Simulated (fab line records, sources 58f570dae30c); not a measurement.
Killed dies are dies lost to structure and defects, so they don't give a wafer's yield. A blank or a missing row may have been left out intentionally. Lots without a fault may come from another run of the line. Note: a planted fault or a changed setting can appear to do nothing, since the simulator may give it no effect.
Which tool is to blame? :: flow berkeley_cmos170 :: 14 lots, 42 wafers sampled, at 6 steps of a route of 331

== WHAT THE GAUGES SHOWED, per wafer ==
UCB170_NLDD_TW_MEAS_11. Usual: NLDD_TW gives 2223 (standard deviation 10).
lot: L928
measured: day 7 03:53
on: film_metro-02
NLDD_TW: 2203 2217 2227
flag: 

lot: L931
measured: day 7 17:37
on: film_metro-01
NLDD_TW: 2203 2223 2215
flag: 

lot: L930
measured: day 7 17:53
on: film_metro-02
NLDD_TW: 2209 2208 2223
flag: 

lot: L934
measured: day 8 07:35
on: film_metro-02
NLDD_TW: 2227 2217 2214
flag: 

lot: L933
measured: day 8 07:59
on: film_metro-03
NLDD_TW: 2230 2236 2233
flag: 

lot: L936
measured: day 8 20:25
on: film_metro-02
NLDD_TW: 2218 2227 2223
flag: 

lot: L937
measured: day 9 10:14
on: film_metro-01
NLDD_TW: 2225 2223 2230
flag: 

lot: L938
measured: day 9 10:34
on: film_metro-02
NLDD_TW: 2245 2232 2248
flag: 

lot: L943
measured: day 10 09:31
on: film_metro-03
NLDD_TW: 2233 2229 2233
flag: 

lot: L944
measured: day 10 10:09
on: film_metro-02
NLDD_TW: 2228 2216 2219
flag: 

lot: L945
measured: day 10 16:59
on: film_metro-03
NLDD_TW: 2232 2236 2243
flag: 

lot: L947
measured: day 11 05:52
on: film_metro-01
NLDD_TW: 2233 2232 2234
flag: 

lot: L948
measured: day 11 06:19
on: film_metro-01
NLDD_TW: 2227 2223 2233
flag: 

lot: L951
measured: day 11 21:07
on: film_metro-03
NLDD_TW: 2215 2214 2210
flag: 

UCB170_NSD_TW_MEAS_10. Usual: NSD_TW gives 4191 (standard deviation 18).
lot: L928
measured: day 7 13:31
on: film_metro-02
NSD_TW: 4195 4174 4171
flag: 

lot: L931
measured: day 8 03:50
on: film_metro-01
NSD_TW: 4187 4174 4178
flag: 

lot: L930
measured: day 8 03:43
on: film_metro-02
NSD_TW: 4177 4188 4183
flag: 

lot: L934
measured: day 8 20:32
on: film_metro-01
NSD_TW: 4154 4180 4180
flag: 

lot: L933
measured: day 8 20:49
on: film_metro-01
NSD_TW: 4196 4168 4184
flag: 

lot: L936
measured: day 9 02:21
on: film_metro-03
NSD_TW: 4209 4216 4200
flag: 

lot: L937
measured: day 9 22:55
on: film_metro-03
NSD_TW: 4209 4211 4217
flag: 

lot: L938
measured: day 9 23:16
on: film_metro-01
NSD_TW: 4206 4192 4206
flag: 

lot: L943
measured: day 10 20:43
on: film_metro-01
NSD_TW: 4188 4177 4182
flag: 

lot: L944
measured: day 10 20:26
on: film_metro-02
NSD_TW: 4203 4205 4193
flag: 

lot: L945
measured: day 11 04:52
on: film_metro-03
NSD_TW: 4181 4169 4148
flag: 

lot: L947
measured: day 11 13:19
on: film_metro-02
NSD_TW: 4200 4199 4171
flag: 

lot: L948
measured: day 11 13:33
on: film_metro-01
NSD_TW: 4175 4179 4175
flag: 

lot: L951
measured: day 12 08:24
on: film_metro-03
NSD_TW: 4188 4200 4195
flag: 

UCB170_SDANNEAL_RS_MEAS_03: the measuring method here is four-point-probe. Usual: NSD_RS gives 37.23 ohm/sq (standard deviation 0.084).
lot: L928
measured: day 7 15:36
on: film_metro-03
NSD_RS (ohm/sq): 37.25 37.14 37.30
flag: 

lot: L931
measured: day 8 05:38
on: film_metro-03
NSD_RS (ohm/sq): 37.19 37.23 37.37
flag: 

lot: L930
measured: day 8 05:11
on: film_metro-01
NSD_RS (ohm/sq): 37.22 37.34 37.32
flag: 

lot: L934
measured: day 8 21:47
on: film_metro-03
NSD_RS (ohm/sq): 37.19 37.11 37.13
flag: 

lot: L933
measured: day 8 22:11
on: film_metro-01
NSD_RS (ohm/sq): 37.39 37.37 37.43
flag: 

lot: L936
measured: day 9 03:55
on: film_metro-02
NSD_RS (ohm/sq): 37.23 37.19 37.21
flag: 

lot: L937
measured: day 10 00:17
on: film_metro-03
NSD_RS (ohm/sq): 37.33 37.33 37.14
flag: 

lot: L938
measured: day 10 01:08
on: film_metro-03
NSD_RS (ohm/sq): 37.26 37.31 37.25
flag: 

lot: L943
measured: day 10 22:21
on: film_metro-03
NSD_RS (ohm/sq): 37.27 37.32 37.36
flag: 

lot: L944
measured: day 10 21:58
on: film_metro-01
NSD_RS (ohm/sq): 37.14 37.14 37.24
flag: 

lot: L945
measured: day 11 06:28
on: film_metro-02
NSD_RS (ohm/sq): 37.14 37.19 37.22
flag: 

lot: L947
measured: day 11 14:48
on: film_metro-01
NSD_RS (ohm/sq): 37.38 37.21 37.34
flag: 

lot: L948
measured: day 11 15:01
on: film_metro-03
NSD_RS (ohm/sq): 37.14 37.13 37.07
flag: 

lot: L951
measured: day 12 09:50
on: film_metro-01
NSD_RS (ohm/sq): 37.37 37.31 37.19
flag: 

UCB170_SILICIDE_RS_MEAS_02: the measuring method here is four-point-probe. Usual: SILICIDE_TI_RS gives 27.7 ohm/sq (standard deviation 0.41).
lot: L928
measured: day 7 16:05
on: film_metro-02
SILICIDE_TI_RS (ohm/sq): 27.7 27.7 27.2
flag: 

lot: L931
measured: day 8 06:05
on: film_metro-02
SILICIDE_TI_RS (ohm/sq): 27.3 27.8 28.2
flag: 

lot: L930
measured: day 8 05:38
on: film_metro-04
SILICIDE_TI_RS (ohm/sq): 28.1 27.8 28.0
flag: 

lot: L934
measured: day 8 22:14
on: film_metro-04
SILICIDE_TI_RS (ohm/sq): 27.6 28.1 27.7
flag: 

lot: L933
measured: day 8 22:38
on: film_metro-03
SILICIDE_TI_RS (ohm/sq): 27.4 27.2 27.5
flag: 

lot: L936
measured: day 9 04:22
on: film_metro-03
SILICIDE_TI_RS (ohm/sq): 27.8 28.0 28.4
flag: 

lot: L937
measured: day 10 00:44
on: film_metro-02
SILICIDE_TI_RS (ohm/sq): 27.2 27.8 27.9
flag: 

lot: L938
measured: day 10 01:36
on: film_metro-02
SILICIDE_TI_RS (ohm/sq): 27.3 27.1 27.0
flag: 

lot: L943
measured: day 10 22:49
on: film_metro-04
SILICIDE_TI_RS (ohm/sq): 27.5 27.7 27.7
flag: 

lot: L944
measured: day 10 22:25
on: film_metro-04
SILICIDE_TI_RS (ohm/sq): 27.5 27.1 27.3
flag: 

lot: L945
measured: day 11 06:55
on: film_metro-03
SILICIDE_TI_RS (ohm/sq): 27.5 28.3 29.5
flag: 

lot: L947
measured: day 11 15:16
on: film_metro-04
SILICIDE_TI_RS (ohm/sq): 27.4 28.1 27.7
flag: 

lot: L948
measured: day 11 15:29
on: film_metro-03
SILICIDE_TI_RS (ohm/sq): 27.5 29.3 27.6
flag: 

lot: L951
measured: day 12 10:17
on: film_metro-04
SILICIDE_TI_RS (ohm/sq): 27.3 28.1 27.5
flag: 

UCB170_SILICIDE_THK_MEAS_03: measures by xrf. Usual: SILICIDE_TI_THK gives 27.9 nm (standard deviation 0.36).
lot: L928
measured: day 7 16:12
on: film_metro-02
SILICIDE_TI_THK (nm): 28.1 28.2 28.4
flag: 

lot: L931
measured: day 8 06:11
on: film_metro-02
SILICIDE_TI_THK (nm): 28.2 27.9 27.7
flag: 

lot: L930
measured: day 8 05:44
on: film_metro-04
SILICIDE_TI_THK (nm): 27.5 27.8 27.7
flag: 

lot: L934
measured: day 8 22:21
on: film_metro-04
SILICIDE_TI_THK (nm): 27.9 27.6 27.9
flag: 

lot: L933
measured: day 8 22:45
on: film_metro-03
SILICIDE_TI_THK (nm): 28.4 28.7 28.4
flag: 

lot: L936
measured: day 9 04:29
on: film_metro-03
SILICIDE_TI_THK (nm): 27.9 27.6 27.4
flag: 

lot: L937
measured: day 10 00:50
on: film_metro-02
SILICIDE_TI_THK (nm): 28.2 27.6 27.5
flag: 

lot: L938
measured: day 10 01:41
on: film_metro-02
SILICIDE_TI_THK (nm): 28.2 28.3 28.4
flag: 

lot: L943
measured: day 10 22:55
on: film_metro-04
SILICIDE_TI_THK (nm): 28.1 28.1 28.0
flag: 

lot: L944
measured: day 10 22:32
on: film_metro-04
SILICIDE_TI_THK (nm): 28.1 28.6 28.4
flag: 

lot: L945
measured: day 11 07:01
on: film_metro-03
SILICIDE_TI_THK (nm): 28.0 27.2 26.4
flag: 

lot: L947
measured: day 11 15:23
on: film_metro-04
SILICIDE_TI_THK (nm): 28.4 27.5 27.9
flag: 

lot: L948
measured: day 11 15:36
on: film_metro-03
SILICIDE_TI_THK (nm): 28.0 26.6 27.9
flag: 

lot: L951
measured: day 12 10:24
on: film_metro-04
SILICIDE_TI_THK (nm): 28.1 27.4 28.1
flag: 

== WHICH TOOL RAN EACH LOT (tool, then ch and the chambers of the sampled wafers, then the start) ==
lot: L928
UCB170_SILICIDE_SPUTTER_01: pvd_sputter-03, day 7 16:01

lot: L931
UCB170_SILICIDE_SPUTTER_01: pvd_sputter-03, day 8 06:01

lot: L930
UCB170_SILICIDE_SPUTTER_01: pvd_sputter-02, day 8 05:34

lot: L934
UCB170_SILICIDE_SPUTTER_01: pvd_sputter-04, day 8 22:12

lot: L933
UCB170_SILICIDE_SPUTTER_01: pvd_sputter-02, day 8 22:36

lot: L936
UCB170_SILICIDE_SPUTTER_01: pvd_sputter-02, day 9 04:20

lot: L937
UCB170_SILICIDE_SPUTTER_01: pvd_sputter-03, day 10 00:41

lot: L938
UCB170_SILICIDE_SPUTTER_01: pvd_sputter-02, day 10 01:31

lot: L943
UCB170_SILICIDE_SPUTTER_01: pvd_sputter-02, day 10 22:46

lot: L944
UCB170_SILICIDE_SPUTTER_01: pvd_sputter-03, day 10 22:23

lot: L945
UCB170_SILICIDE_SPUTTER_01: pvd_sputter-03, day 11 06:50

lot: L947
UCB170_SILICIDE_SPUTTER_01: pvd_sputter-04, day 11 15:14

lot: L948
UCB170_SILICIDE_SPUTTER_01: pvd_sputter-03, day 11 15:27

lot: L951
UCB170_SILICIDE_SPUTTER_01: pvd_sputter-02, day 12 10:15
- UCB170_SILICIDE_SPUTTER_01: material Ti, target thk 30 nm, time 23.75 s.

== AS READ BY THE TOOLS THEMSELVES (means over the sampled wafers that have a number; for cases with no such wafer, the mark the record gives instead) ==
UCB170_SILICIDE_SPUTTER_01. Usual: throttle_valve_pct at 29.6 %, with a standard deviation of 0.75.
lot: L928
tool: pvd_sputter-03
throttle_valve_pct (%): 29.5
flag: 

lot: L931
tool: pvd_sputter-03
throttle_valve_pct (%): 29.6
flag: 

lot: L930
tool: pvd_sputter-02
throttle_valve_pct (%): 29.1
flag: 

lot: L934
tool: pvd_sputter-04
throttle_valve_pct (%): 29.8
flag: 

lot: L933
tool: pvd_sputter-02
throttle_valve_pct (%): 28.9
flag: 

lot: L936
tool: pvd_sputter-02
throttle_valve_pct (%): 29.5
flag: 

lot: L937
tool: pvd_sputter-03
throttle_valve_pct (%): 29.3
flag: 

lot: L938
tool: pvd_sputter-02
throttle_valve_pct (%): 29.2
flag: 

lot: L943
tool: pvd_sputter-02
throttle_valve_pct (%): 29.2
flag: 

lot: L944
tool: pvd_sputter-03
throttle_valve_pct (%): 29.2
flag: 

lot: L945
tool: pvd_sputter-03
throttle_valve_pct (%): 29.7
flag: 

lot: L947
tool: pvd_sputter-04
throttle_valve_pct (%): 29.8
flag: 

lot: L948
tool: pvd_sputter-03
throttle_valve_pct (%): 30.0
flag: 

lot: L951
tool: pvd_sputter-02
throttle_valve_pct (%): 28.9
flag: 

== THE ANSWER, worked out from the rows above alone ==
Rule: lot off if the mean of its wafers having a number is beyond 3 standard deviations from the usual mean. A lot without any number at a reading at which 4 lots or more have one is off too. Any other lot the step has rows for is counted as sound. After the gauges, taken in route order, come the tools' own readings; for these a lot's mean is taken, as printed above. The first step at which some lot is off is used, and at that step the reading that is off furthest; a lot without a number counts as furthest.
Across all readings shown, no lot is off: no conclusion can be drawn from this.

== WHAT THE SIMULATOR PUT IN ==
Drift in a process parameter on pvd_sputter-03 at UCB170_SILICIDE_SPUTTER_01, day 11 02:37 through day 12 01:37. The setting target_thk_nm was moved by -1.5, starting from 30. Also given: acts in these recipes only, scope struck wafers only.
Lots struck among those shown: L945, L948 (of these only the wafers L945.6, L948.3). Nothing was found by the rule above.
